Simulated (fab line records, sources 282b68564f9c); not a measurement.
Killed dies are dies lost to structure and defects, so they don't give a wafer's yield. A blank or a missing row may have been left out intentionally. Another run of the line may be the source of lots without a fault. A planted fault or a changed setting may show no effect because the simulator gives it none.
Split-lot trial / flow ritCmos / route with 202 steps; 5 lots, 23 wafers read

== THE SPLIT ITSELF ==
At RIT_PRETRO_SOFTBAKE_02 (time 60 s), the setting tempC was moved away from the recipe's 90 C on 7 of the 23 wafers read, by +2.2% to +3.6%. All remaining wafers had this setting at the recipe value.

Reading taken at the split's own step.

== THE READING ==
NOVOLAK_of_PRETRO_COAT_01.thkNm (the simulator's own value, which no gauge read), in nm, at RIT_PRETRO_SOFTBAKE_02 (time 60 s). There is no usual value for it anywhere in the file. Here, 16 wafers ran the recipe; their average is 1304 nm with a standard deviation of 4.5 nm.

wafer=L074.1; tool, chamber at the split=lithoTrack-04, 0; tempC as run, C=90; against the recipe=recipe; NOVOLAK_of_PRETRO_COAT_01.thkNm, nm=1309; against lot-mates on the recipe=-
wafer=L074.2; tool, chamber at the split=lithoTrack-04, 0; tempC as run, C=90; against the recipe=recipe; NOVOLAK_of_PRETRO_COAT_01.thkNm, nm=1309; against lot-mates on the recipe=-
wafer=L074.3; tool, chamber at the split=lithoTrack-04, 0; tempC as run, C=90; against the recipe=recipe; NOVOLAK_of_PRETRO_COAT_01.thkNm, nm=1305; against lot-mates on the recipe=-
wafer=L074.4; tool, chamber at the split=lithoTrack-04, 0; tempC as run, C=90; against the recipe=recipe; NOVOLAK_of_PRETRO_COAT_01.thkNm, nm=1313; against lot-mates on the recipe=-
wafer=L074.6; tool, chamber at the split=lithoTrack-04, 0; tempC as run, C=90; against the recipe=recipe; NOVOLAK_of_PRETRO_COAT_01.thkNm, nm=1307; against lot-mates on the recipe=-
wafer=L075.1; tool, chamber at the split=lithoTrack-01, 0; tempC as run, C=91.99; against the recipe=+2.2%; NOVOLAK_of_PRETRO_COAT_01.thkNm, nm=1294; against lot-mates on the recipe=-4
wafer=L075.6; tool, chamber at the split=lithoTrack-01, 0; tempC as run, C=91.99; against the recipe=+2.2%; NOVOLAK_of_PRETRO_COAT_01.thkNm, nm=1294; against lot-mates on the recipe=-4
wafer=L075.2; tool, chamber at the split=lithoTrack-01, 0; tempC as run, C=90; against the recipe=recipe; NOVOLAK_of_PRETRO_COAT_01.thkNm, nm=1299; against lot-mates on the recipe=-
wafer=L075.3; tool, chamber at the split=lithoTrack-01, 0; tempC as run, C=90; against the recipe=recipe; NOVOLAK_of_PRETRO_COAT_01.thkNm, nm=1298; against lot-mates on the recipe=-
wafer=L075.5; tool, chamber at the split=lithoTrack-01, 0; tempC as run, C=91.99; against the recipe=+2.2%; NOVOLAK_of_PRETRO_COAT_01.thkNm, nm=1293; against lot-mates on the recipe=-6
wafer=L077.1; tool, chamber at the split=lithoTrack-04, 0; tempC as run, C=90; against the recipe=recipe; NOVOLAK_of_PRETRO_COAT_01.thkNm, nm=1307; against lot-mates on the recipe=-
wafer=L077.2; tool, chamber at the split=lithoTrack-04, 0; tempC as run, C=90; against the recipe=recipe; NOVOLAK_of_PRETRO_COAT_01.thkNm, nm=1302; against lot-mates on the recipe=-
wafer=L077.3; tool, chamber at the split=lithoTrack-04, 0; tempC as run, C=92.68; against the recipe=+3.0%; NOVOLAK_of_PRETRO_COAT_01.thkNm, nm=1295; against lot-mates on the recipe=-11
wafer=L077.5; tool, chamber at the split=lithoTrack-04, 0; tempC as run, C=92.68; against the recipe=+3.0%; NOVOLAK_of_PRETRO_COAT_01.thkNm, nm=1292; against lot-mates on the recipe=-14
wafer=L077.6; tool, chamber at the split=lithoTrack-04, 0; tempC as run, C=90; against the recipe=recipe; NOVOLAK_of_PRETRO_COAT_01.thkNm, nm=1310; against lot-mates on the recipe=-
wafer=L081.1; tool, chamber at the split=lithoTrack-01, 0; tempC as run, C=90; against the recipe=recipe; NOVOLAK_of_PRETRO_COAT_01.thkNm, nm=1303; against lot-mates on the recipe=-
wafer=L081.2; tool, chamber at the split=lithoTrack-01, 0; tempC as run, C=93.21; against the recipe=+3.6%; NOVOLAK_of_PRETRO_COAT_01.thkNm, nm=1292; against lot-mates on the recipe=-9
wafer=L081.5; tool, chamber at the split=lithoTrack-01, 0; tempC as run, C=93.21; against the recipe=+3.6%; NOVOLAK_of_PRETRO_COAT_01.thkNm, nm=1292; against lot-mates on the recipe=-9
wafer=L081.4; tool, chamber at the split=lithoTrack-01, 0; tempC as run, C=90; against the recipe=recipe; NOVOLAK_of_PRETRO_COAT_01.thkNm, nm=1301; against lot-mates on the recipe=-
wafer=L081.6; tool, chamber at the split=lithoTrack-01, 0; tempC as run, C=90; against the recipe=recipe; NOVOLAK_of_PRETRO_COAT_01.thkNm, nm=1300; against lot-mates on the recipe=-
wafer=L084.4; tool, chamber at the split=lithoTrack-04, 0; tempC as run, C=90; against the recipe=recipe; NOVOLAK_of_PRETRO_COAT_01.thkNm, nm=1299; against lot-mates on the recipe=-
wafer=L084.6; tool, chamber at the split=lithoTrack-04, 0; tempC as run, C=90; against the recipe=recipe; NOVOLAK_of_PRETRO_COAT_01.thkNm, nm=1299; against lot-mates on the recipe=-
wafer=L084.5; tool, chamber at the split=lithoTrack-04, 0; tempC as run, C=90; against the recipe=recipe; NOVOLAK_of_PRETRO_COAT_01.thkNm, nm=1303; against lot-mates on the recipe=-

THE FIT
A straight line over all 23 wafers: NOVOLAK_of_PRETRO_COAT_01.thkNm changes by -3.7 nm for each +1% of tempC; r = -0.78; the points scatter about the line by 4.1 nm.
The same after taking each lot's own level away (the mean of its wafers on the recipe; 23 wafers): -3.04 nm for each +1%; r = -0.86; scatter 2.5 nm.
The reading moves by 11 nm for the largest change in tempC, on that fit.
Measured against the standard deviation above, the lots' own levels, which go from 1298.5 to 1308.6 nm, span 2.2 times it.
So the lot-to-lot level blurs the effect unless lot-mates are compared.
Check: with one of the wafers moved furthest among these (+3.6%) left out of the fit, the line predicts -11.2 nm for it against its lot-mates. Against them it came out at -9.33 nm.

== THESE WAFERS: OTHER SPLITS ==
These wafers also went through other splits before the reading. Each is held against what the fit with the lots' levels taken away leaves over:
other split on the same wafers=RIT_ACTIVE_COAT_06 resistThkNm; wafers away from the commonest value=7; r with NOVOLAK_of_PRETRO_COAT_01.thkNm (lot level and that fit taken away)=+0.11
other split on the same wafers=RIT_FOX2_OXIDATION_00 tempC; wafers away from the commonest value=15; r with NOVOLAK_of_PRETRO_COAT_01.thkNm (lot level and that fit taken away)=+0.00
other split on the same wafers=RIT_NWELL_SOFTBAKE_02 tempC; wafers away from the commonest value=11; r with NOVOLAK_of_PRETRO_COAT_01.thkNm (lot level and that fit taken away)=+0.11
other split on the same wafers=RIT_NWELL_DEVELOP_05 developTimeS; wafers away from the commonest value=6; r with NOVOLAK_of_PRETRO_COAT_01.thkNm (lot level and that fit taken away)=-0.03

== FILE'S OWN FIT ==
NOVOLAK_of_PRETRO_COAT_01.thkNm changes by -3.14 nm for each +1% of tempC, r = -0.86.
